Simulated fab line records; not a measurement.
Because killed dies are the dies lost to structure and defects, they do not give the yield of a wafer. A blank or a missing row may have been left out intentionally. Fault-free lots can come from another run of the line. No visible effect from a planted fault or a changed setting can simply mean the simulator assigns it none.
2 desks, one fault | flow berkeleyCmos170 | numbers are kept per desk, each desk with only its own; the story behind them comes last

## DESK OF THE TOOL OWNER: furnace-03
Per lot that ran on this tool, the mean of the sampled wafers carrying a number, from the tool's own readings at UCB170_M1_ANNEAL_14 (time 1200 s). Marked OUT: a lot whose mean sits more than 4 standard deviations from the usual mean, which makes it out of limits; the brackets give that distance.
Columns: A = spikeTcCentreC at UCB170_M1_ANNEAL_14, usual 402.1 C; B = spikeTcLoadC at UCB170_M1_ANNEAL_14, usual 425.1 C; C = spikeTcSourceC at UCB170_M1_ANNEAL_14, usual 415.3 C; D = zonePowerCentrePct at UCB170_M1_ANNEAL_14, usual 17.71 %; E = zonePowerLoadPct at UCB170_M1_ANNEAL_14, usual 4.56 %; F = zonePowerSourcePct at UCB170_M1_ANNEAL_14, usual 5.51 %
lot  | first seen here | A               | B               | C               | D                | E              | F
L264 | day 8 16:43     | 402.0           | 425.6           | 414.9           | 17.66            | 4.55           | 5.56
L263 | day 8 18:37     | 401.1           | 425.2           | 415.0           | 17.73            | 4.55           | 5.48
L266 | day 8 21:17     | 402.9           | 424.8           | 415.5           | 17.70            | 4.52           | 5.52
L267 | day 8 22:37     | 401.5           | 425.0           | 414.9           | 17.66            | 4.57           | 5.51
L265 | day 9 00:47     | 402.7           | 425.0           | 415.4           | 17.78            | 4.56           | 5.50
L269 | day 9 10:08     | 401.7           | 425.3           | 416.5           | 17.84            | 4.57           | 5.50
L270 | day 9 12:47     | 401.8           | 424.7           | 415.9           | 17.61            | 4.60           | 5.48
L271 | day 10 07:35    | 402.5           | 425.3           | 415.6           | 17.65            | 4.56           | 5.52
L277 | day 10 16:10    | 401.3           | 424.4           | 414.8           | 17.72            | 4.53           | 5.50
L273 | day 10 23:31    | 402.2           | 424.3           | 414.6           | 17.87            | 4.60           | 5.42
L276 | day 10 23:31    | 402.8           | 424.1           | 415.2           | 17.66            | 4.52           | 5.51
L281 | day 11 17:38    | 402.5           | 426.4           | 414.4           | 17.79            | 4.53           | 5.48
L280 | day 12 00:44    | 361.9 (-40) OUT | 385.0 (-41) OUT | 374.1 (-41) OUT | 15.91 (-9.5) OUT | 3.98 (-13) OUT | 4.77 (-13) OUT
L279 | day 12 02:04    | 362.0 (-40) OUT | 384.2 (-42) OUT | 374.1 (-41) OUT | 15.78 (-10) OUT  | 3.94 (-14) OUT | 4.81 (-12) OUT
L284 | day 12 09:00    | 361.8 (-40) OUT | 385.2 (-41) OUT | 375.0 (-40) OUT | 15.85 (-9.8) OUT | 3.97 (-14) OUT | 4.73 (-14) OUT
This desk's verdict: out of limits on L279, L280, L284, starting with L280 at day 12 00:44 (spikeTcCentreC at UCB170_M1_ANNEAL_14). In limits: L264, L263, L266, L267, L265, L269, L270, L271, L277, L273, L276, L281.

## AT THE METROLOGY DESK
Lot by lot, what the gauges showed, no matter which tool ran the lot: averages of those sampled wafers that carry a number. Marked OUT: a lot whose mean sits more than 4 standard deviations from the usual mean, which makes it out of limits; the brackets give that distance.
Columns: A = V1_POLISHED_THK at UCB170_V1_THK_MEAS_04, usual 1000.2 nm; B = V1_OVL at UCB170_V1_OVL_MEAS_13, usual -4 nm
lot  | first seen here | A      | B
L264 | day 8 18:42     | 999.5  | -0
L263 | day 8 20:35     | 998.1  | 2
L266 | day 8 23:14     | 999.5  | 4
L267 | day 9 00:35     | 999.6  | -4
L265 | day 9 03:05     | 998.6  | 1
L269 | day 9 12:06     | 1000.2 | -12
L270 | day 9 14:46     | 1000.1 | -7
L271 | day 10 09:34    | 1000.1 | -2
L277 | day 10 18:10    | 1000.4 | -1
L276 | day 11 01:29    | 1000.4 | -5
L273 | day 11 01:30    | 999.6  | 2
L281 | day 11 19:36    | 1000.2 | 0
L280 | day 12 02:42    | 1000.9 | -5
L279 | day 12 04:02    | 999.7  | -6
L284 | day 12 10:58    | 1000.6 | -4
Result from this desk: across the 15 lots, nothing is out of limits.

## TAKEN TOGETHER
On L279, L280, L284, at day 12 00:44, an alarm was possible from the tool owner's desk.
The metrology desk saw nothing out of limits.
The metrology desk holds a record of L279, L280, L284, inside its limits.
On furnace-03, each named lot ran UCB170_M1_ANNEAL_14.

## WHAT WAS PUT IN BY THE SIMULATOR
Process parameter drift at UCB170_M1_ANNEAL_14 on furnace-03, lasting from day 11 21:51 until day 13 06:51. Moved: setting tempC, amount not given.
Struck lots among those shown: L279, L280, L284.
Hours from the fault's start to each desk's first reading out of limits: the tool owner's desk, 3.
